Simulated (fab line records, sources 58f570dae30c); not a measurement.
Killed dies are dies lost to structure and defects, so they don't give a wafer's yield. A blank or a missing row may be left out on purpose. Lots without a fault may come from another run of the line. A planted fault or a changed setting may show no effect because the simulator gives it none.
Problem report in the 8D (eight disciplines) form, filled by code | flow berkeley_cmos170 | the parts of the form that need people (team, actions taken, sign-off) are left out

1. THE PROBLEM
M1_AL_RS at UCB170_M1_RS_MEAS_01 reads a mean of 0.0447 ohm/sq on 6 wafers of 2 lots; wafers without a fault read 0.0482 ohm/sq with a standard deviation of 0.00057. That is -6.1 standard deviations from the usual mean.
The step: measures by four-point-probe.
First seen on wafer L137.2, day 9 06:19, on film_metro-04. The record holds 42 wafers of 14 lots with a number at this step. Rule for "out", or "out of limits": more than 4 standard deviations from the usual mean. The other wafers with a number count as sound.

2. WHAT IT IS AND WHAT IT IS NOT
question                    | is                           | is not
which readings at this step | M1_AL_RS                     | -
which lots                  | L137, L141                   | L129, L130, L131, L134, L142, L144, L146, L148, L149, L150, L151, L152
which wafers of those lots  | all that have a number       | -
read on which gauges        | film_metro-01, film_metro-04 | film_metro-03
when                        | from day 9 06:19             | up to then (12 sound wafers); but 24 sound wafers of L142, L144, L146, L148, L149, L150, L151, L152 came after

3. SUSPECTS, AND WHAT RULES EACH OUT
Counting: a tool at a process step up to the reading stays a suspect if it ran every lot that is out and no sound lot after the first of them.
- the gauge at UCB170_M1_RS_MEAS_01: ruled out. The wafers that are out were read on 2 gauges (film_metro-01, film_metro-04).
- pvd_sputter-03 at UCB170_M1_SPUTTER_00 (material Al, target thk 600 nm, time 80 s): kept. It ran every lot that is out, first L137 (day 9 06:14), and no sound lot after that; its last sound lot up to then is L134 (day 7 17:43). Its own readings are out on those wafers: cathode_dc_power_W.
Left after counting: pvd_sputter-03 at UCB170_M1_SPUTTER_00.

4. THE CAUSE (what the simulator had put in)
Process parameter drift: pvd_sputter-03, from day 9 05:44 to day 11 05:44, at UCB170_M1_SPUTTER_00. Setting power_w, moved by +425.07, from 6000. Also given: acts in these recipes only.
Counting left only this tool.

5. THE CHAIN OF EFFECTS, in route order
Each row: a reading whose mean over the struck wafers that have a number lies more than 3 standard deviations from the usual. Only readings for which the record gives a usual standard deviation are gone through. hours: the time from each lot's start at the first step in this table that gives one to its start at this step, as a median over the lots. sigmas: the change in usual standard deviations.
hours | step                  | reading            | usual         | on struck wafers | change  | sigmas
0     | UCB170_M1_SPUTTER_00  | cathode_dc_power_W | 5999.9 W      | 6425.7           | +425.8  | +99 or more
0     | UCB170_M1_RS_MEAS_01  | M1_AL_RS           | 0.0482 ohm/sq | 0.0447           | -0.0035 | -6.1
0     | UCB170_M1_THK_MEAS_02 | M1_AL_THK          | 607 nm        | 651              | +44     | +5.8
The process steps in it:
- UCB170_M1_SPUTTER_00: material Al, target thk 600 nm, time 80 s.

6. WHAT WOULD HAVE CAUGHT IT SOONER
In this record the first reading out of limits at a measuring or inspecting step was taken at day 9 06:19, 1 hour after the fault began at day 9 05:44.
The tool's own readings at UCB170_M1_SPUTTER_00 were out on every struck wafer that the step has a row for (cathode_dc_power_W): an alarm limit on them would have fired on the first of those.
Of the lots that are out (2), L141 began UCB170_M1_SPUTTER_00 on pvd_sputter-03 after day 9 06:19. A hold on the tool at that time would have spared it.
